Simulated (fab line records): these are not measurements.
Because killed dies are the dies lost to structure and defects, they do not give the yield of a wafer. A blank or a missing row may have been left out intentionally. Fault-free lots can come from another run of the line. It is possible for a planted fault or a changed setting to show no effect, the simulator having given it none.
Tool commonality check :: flow rit_cmos :: Sampled: 13 lots, 39 wafers

== THE REASON FOR OPENING IT ==
3 of 13 lots carry a flag on the reading PRETRO_TW at RIT_PRETRO_TW_MEAS_10. Wafers without a fault read 474.2, standard deviation 2.9.
Rule: a lot gets a flag if all its wafers with a number sit over 4 standard deviations from that mean, or if no wafer of it has a number. As for the other lots, they are considered sound.

lot: L750
measured: day 2 08:28
on: film_metro-04
PRETRO_TW, wafer by wafer: 475.3 477.0 477.5
flag: 

lot: L751
measured: day 2 11:55
on: film_metro-04
PRETRO_TW, wafer by wafer: 477.6 478.4 477.5
flag: 

lot: L752
measured: day 2 17:49
on: film_metro-01
PRETRO_TW, wafer by wafer: 475.4 476.0 475.7
flag: 

lot: L753
measured: day 2 23:10
on: film_metro-03
PRETRO_TW, wafer by wafer: 471.8 470.0 471.6
flag: 

lot: L754
measured: day 3 05:22
on: film_metro-01
PRETRO_TW, wafer by wafer: 475.3 474.9 474.4
flag: 

lot: L755
measured: day 3 10:17
on: film_metro-01
PRETRO_TW, wafer by wafer: 472.2 476.1 473.3
flag: 

lot: L756
measured: day 3 12:52
on: film_metro-03
PRETRO_TW, wafer by wafer: 29.7 29.6 29.7
flag: FLAGGED

lot: L757
measured: day 3 19:17
on: film_metro-03
PRETRO_TW, wafer by wafer: 29.7 29.7 29.7
flag: FLAGGED

lot: L758
measured: day 4 05:30
on: film_metro-04
PRETRO_TW, wafer by wafer: 30.1 30.1 30.1
flag: FLAGGED

lot: L765
measured: day 5 12:44
on: film_metro-03
PRETRO_TW, wafer by wafer: 473.6 475.4 475.2
flag: 

lot: L770
measured: day 6 11:19
on: film_metro-04
PRETRO_TW, wafer by wafer: 477.1 474.7 474.5
flag: 

lot: L772
measured: day 6 22:09
on: film_metro-03
PRETRO_TW, wafer by wafer: 470.0 469.9 472.0
flag: 

lot: L773
measured: day 7 03:19
on: film_metro-03
PRETRO_TW, wafer by wafer: 472.3 472.6 471.4
flag: 
Flagged lots average 29.8: -444.4 relative to the usual, that is -99 or more standard deviations.

== TOOL THAT RAN EACH LOT ==
The record keeps 1 process step preceding the reading, out of 202 steps on the route. Each cell gives the tool, then ch followed by the chambers the sampled wafers passed through, then the start.
lot: L750
flag: 
RIT_NRETRO_STRIP_09: plasma_asher-04 ch 0,1, day 2 06:37

lot: L751
flag: 
RIT_NRETRO_STRIP_09: plasma_asher-02 ch 0,1, day 2 10:11

lot: L752
flag: 
RIT_NRETRO_STRIP_09: plasma_asher-02 ch 0,1, day 2 15:55

lot: L753
flag: 
RIT_NRETRO_STRIP_09: plasma_asher-03 ch 0,1, day 2 21:26

lot: L754
flag: 
RIT_NRETRO_STRIP_09: plasma_asher-04 ch 0,1, day 3 03:39

lot: L755
flag: 
RIT_NRETRO_STRIP_09: plasma_asher-03 ch 0,1, day 3 08:32

lot: L756
flag: FLAGGED
RIT_NRETRO_STRIP_09: plasma_asher-02 ch 0,1, day 3 11:11

lot: L757
flag: FLAGGED
RIT_NRETRO_STRIP_09: plasma_asher-04 ch 0,1, day 3 17:26

lot: L758
flag: FLAGGED
RIT_NRETRO_STRIP_09: plasma_asher-04 ch 0,1, day 4 03:39

lot: L765
flag: 
RIT_NRETRO_STRIP_09: plasma_asher-02 ch 0, day 5 10:57

lot: L770
flag: 
RIT_NRETRO_STRIP_09: plasma_asher-04 ch 0,1, day 6 09:29

lot: L772
flag: 
RIT_NRETRO_STRIP_09: plasma_asher-03 ch 0,1, day 6 20:25

lot: L773
flag: 
RIT_NRETRO_STRIP_09: plasma_asher-03 ch 0,1, day 7 01:35
What these steps do:
- RIT_NRETRO_STRIP_09: strips in O2, time 180 s.
- RIT_PRETRO_TW_MEAS_10

== FLAGGED OVER TOTAL, TOOL BY TOOL (the gauges that took the reading come last) ==
step: RIT_NRETRO_STRIP_09
tool: plasma_asher-02
lots run: 4
flagged: 1
share of the flagged lots: some
sound lots run after its first flagged lot: 1 (L765)

step: RIT_NRETRO_STRIP_09
tool: plasma_asher-03
lots run: 4
flagged: 0
share of the flagged lots: none
sound lots run after its first flagged lot: -

step: RIT_NRETRO_STRIP_09
tool: plasma_asher-04
lots run: 5
flagged: 2
share of the flagged lots: some
sound lots run after its first flagged lot: 1 (L770)

step: RIT_PRETRO_TW_MEAS_10
tool: film_metro-01
lots run: 3
flagged: 0
share of the flagged lots: none
sound lots run after its first flagged lot: -

step: RIT_PRETRO_TW_MEAS_10
tool: film_metro-03
lots run: 6
flagged: 2
share of the flagged lots: some
sound lots run after its first flagged lot: 3 (L765,L772,L773)

step: RIT_PRETRO_TW_MEAS_10
tool: film_metro-04
lots run: 4
flagged: 1
share of the flagged lots: some
sound lots run after its first flagged lot: 1 (L770)

== WHAT THE TABLE ALLOWS ==
No row of the table ran every flagged lot.

== WHAT THE SIMULATOR HAD PUT IN ==
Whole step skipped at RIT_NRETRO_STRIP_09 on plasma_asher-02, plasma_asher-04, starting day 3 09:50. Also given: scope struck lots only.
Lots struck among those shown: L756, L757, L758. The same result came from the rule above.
